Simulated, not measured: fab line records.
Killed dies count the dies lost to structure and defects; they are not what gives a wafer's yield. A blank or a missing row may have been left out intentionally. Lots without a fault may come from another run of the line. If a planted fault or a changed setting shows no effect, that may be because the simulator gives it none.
Split-lot study -- flow berkeleyCmos170 -- on a route of 331 steps: 5 lots, 23 wafers read

THE SPLIT
At UCB170_V1_COAT_07 (resist thk 900 nm), the setting spinRpm was moved away from the recipe's 1500 rpm on 8 of the 23 wafers read, by -6.5% to +5.1%. The other wafers ran this setting at the recipe's value.

FROM THE SPLIT TO THE READING: what the file shows between them, 3 steps
- UCB170_V1_PEB_10 (also split here: pebTempC)
- UCB170_V1_DEVELOP_11: develop time 45 s
- UCB170_V1_CD_MEAS_12: target cd 700 nm

THE READING
KrF_of_V1_COAT_07.thkNm (the simulator's own value, which no gauge read), in nm, at UCB170_V1_ETCH_14 (etches SiO2 in CHF3/CF4/Ar, stops on Al, target depth 1250 nm, time 291 s). There is no usual value for it anywhere in the file. Here, 15 wafers ran the recipe; their average is 609.9 nm with a standard deviation of 4.3 nm.

wafer,"tool, chamber at the split","spinRpm as run, rpm",against the recipe,"KrF_of_V1_COAT_07.thkNm, nm",against lot-mates on the recipe
L076.1,"lithoTrack-02, 0",1500,recipe,611,-
L076.2,"lithoTrack-02, 0",1500,recipe,607.7,-
L076.3,"lithoTrack-02, 0",1500,recipe,613,-
L076.4,"lithoTrack-02, 0",1500,recipe,610.7,-
L076.5,"lithoTrack-02, 0",1500,recipe,613.3,-
L079.1,"lithoTrack-01, 0",1500,recipe,602,-
L079.4,"lithoTrack-01, 0",1500,recipe,612.6,-
L079.6,"lithoTrack-01, 0",1500,recipe,604.4,-
L078.1,"lithoTrack-03, 0",1500,recipe,609.9,-
L078.2,"lithoTrack-03, 0",1576,+5.1%,588.3,-20.8
L078.3,"lithoTrack-03, 0",1576,+5.1%,593.6,-15.5
L078.5,"lithoTrack-03, 0",1576,+5.1%,591.9,-17.2
L078.6,"lithoTrack-03, 0",1500,recipe,608.3,-
L081.1,"lithoTrack-01, 0",1403,-6.5%,639,+30.3
L081.2,"lithoTrack-01, 0",1403,-6.5%,643.7,+35.0
L081.3,"lithoTrack-01, 0",1500,recipe,603.7,-
L081.5,"lithoTrack-01, 0",1500,recipe,615.8,-
L081.6,"lithoTrack-01, 0",1500,recipe,606.7,-
L080.1,"lithoTrack-01, 0",1534,+2.3%,600.5,-14.3
L080.2,"lithoTrack-01, 0",1500,recipe,612.6,-
L080.3,"lithoTrack-01, 0",1500,recipe,617,-
L080.4,"lithoTrack-01, 0",1534,+2.3%,601.2,-13.6
L080.6,"lithoTrack-01, 0",1534,+2.3%,603.8,-11.0

FIT RESULTS
A straight line over all 23 wafers: KrF_of_V1_COAT_07.thkNm changes by -4.28 nm for each +1% of spinRpm; r = -0.95; the points scatter about the line by 4.1 nm.
The same after taking each lot's own level away (the mean of its wafers on the recipe; 23 wafers): -4.47 nm for each +1%; r = -0.96; scatter 3.9 nm.
According to that fit, moving spinRpm by its largest amount changes the reading by 29 nm.
Measured against the standard deviation above, the lots' own levels, which go from 606.33 to 614.80 nm, span 2.0 times it.
The two slopes agree, so the slope changes little with the lot-to-lot level.
Check: with one of the wafers moved furthest among these (-6.5%) left out of the fit, the line predicts +29.1 nm for it against its lot-mates. Against them it came out at +30.3 nm.

THE OTHER SPLITS THESE WAFERS WENT THROUGH
Note: prior to the reading, these wafers also went through further splits. Each is held against what the fit with the lots' levels taken away leaves over:
other split on the same wafers,wafers away from the commonest value,r with KrF_of_V1_COAT_07.thkNm (lot level and that fit taken away)
UCB170_SPACER_CVD_00 rfW,12,+0.27
UCB170_SILICIDE_SPUTTER_01 powerW,10,-0.13
UCB170_CONTACT_EXPOSE_12 doseMj,8,+0.26
UCB170_V1_PEB_10 pebTempC,4,+0.35

THE WHOLE CHAIN: every reading that the file lists as answering this split, in the file's order
step,what it does,reading,change (the file's fit),r (the file's)
UCB170_V1_COAT_07,resist thk 900 nm,"KrF_of_V1_COAT_07.thkNm (the simulator's own value, which no gauge read)",-4.77 nm for each +1% of the setting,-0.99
UCB170_V1_ETCH_14,"etches SiO2 in CHF3/CF4/Ar, stops on Al, target depth 1250 nm, time 291 s","KrF_of_V1_COAT_07.thkNm (the simulator's own value, which no gauge read)",-4.55 nm for each +1% of the setting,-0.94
UCB170_V1_STRIP_15,strips in O2,stripTimeToEndpointS,withheld for each +1% of the setting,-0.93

THE FILE'S OWN FIT
KrF_of_V1_COAT_07.thkNm changes by -4.55 nm for each +1% of spinRpm, r = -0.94.
